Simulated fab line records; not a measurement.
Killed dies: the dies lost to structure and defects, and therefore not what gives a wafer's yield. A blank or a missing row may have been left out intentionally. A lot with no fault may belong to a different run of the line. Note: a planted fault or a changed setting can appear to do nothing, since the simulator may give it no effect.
A struck lot beside a sound one || flow berkeley cmos170 || 14 out of 331 route steps
Sound: wafers L377.4, L377.5, L377.6. The struck wafers were L386.1, L386.3, L386.6. Last of all comes the cause.
At each step with rows: each side's tool, then ch and its chambers, then its first start. Under that, the readings that differ: sound wafers || struck wafers || difference of the means || sigmas: that difference in standard deviations of wafers without a fault.
alike: readings with means less than 2 such deviations apart, plus words and numbers identical on both sides. not compared: withheld readings, readings lacking a value on some wafer, bounds such as >300 that could conceal the same value, and numbers that have no deviation in the record and whose values overlap.
A row with sigmas, a row that says differs or no value, or rows on one side alone: a step with any of these is where the two part. Numbers that don't overlap but have no deviation are shown without sigmas and don't part them. A reading missing from all wafers of one side parts the sides only when that side holds two or more wafers.

UCB170_V2_BOW_MEAS_03:
  sound on film metro-04 at day 9 14:32; struck on film metro-02 at day 11 04:34
  alike: V2_BOW
UCB170_V2_THK_MEAS_04:
  sound on film metro-04 at day 9 14:38; struck on film metro-02 at day 11 04:41
  alike: V2_POLISHED_THK
then, 7 steps without rows for these wafers: UCB170_V2_CLEAN_05 (cleans in DIW); UCB170_V2_HMDS_06 (prime time 60 s); UCB170_V2_COAT_07 (resist thk 900 nm); UCB170_V2_SOFTBAKE_08 (time 60 s); UCB170_V2_EXPOSE_09 (exposes mask VIA2, target cd 700 nm); UCB170_V2_PEB_10; UCB170_V2_DEVELOP_11 (develop time 45 s).
UCB170_V2_CD_MEAS_12: target cd 700 nm.
  sound on cd sem-02 at day 9 17:26; struck on cd sem-02 at day 11 07:55
  alike: cd nm
UCB170_V2_OVL_MEAS_13:
  sound on overlay-02 at day 9 17:31; struck on overlay-02 at day 11 08:02
  alike: V2_OVL
UCB170_V2_ETCH_14: etches SiO2 in CHF3/CF4/Ar, stops on Al, target depth 1250 nm, time 291 s.
  sound on rie diel-03 ch 1,2,3, day 9 17:32; struck on rie diel-04 ch 1,3, day 11 08:04
  alike: chamber pressure mTorr, drypump motor current A, oes product au, throttle valve pct
  not compared: rf hours counter h
UCB170_V2_STRIP_15: strips in O2.
  sound on plasma asher-01 ch 0,1, day 9 17:45; struck on plasma asher-02 ch 0,1, day 11 08:14
  no value came back on the struck wafers for chamber pressure mTorr (mTorr), drypump motor current A (A), oes product au (a.u.), strip time to endpoint s (s); on the sound wafers chamber pressure mTorr (mTorr) reads 3505 3497 3498
{"reading": "model.KrF_of_V2_COAT_07.thk nm (nm)", "sound": "0 0 0", "struck": "607.7 602.4 604.5", "difference": "+604.9", "sigmas": ""}
  not compared: rf hours counter h
UCB170_V2_CD_MEAS_90: target cd 700 nm.
  sound on cd sem-01 at day 9 17:53; struck on cd sem-02 at day 11 08:20
  alike: cd nm

## WHERE THEY PART
Only at UCB170_V2_STRIP_15, within this record. Later steps at which nothing parts them and some readings are alike: UCB170_V2_CD_MEAS_90.

WHY: what had been put in by the simulator
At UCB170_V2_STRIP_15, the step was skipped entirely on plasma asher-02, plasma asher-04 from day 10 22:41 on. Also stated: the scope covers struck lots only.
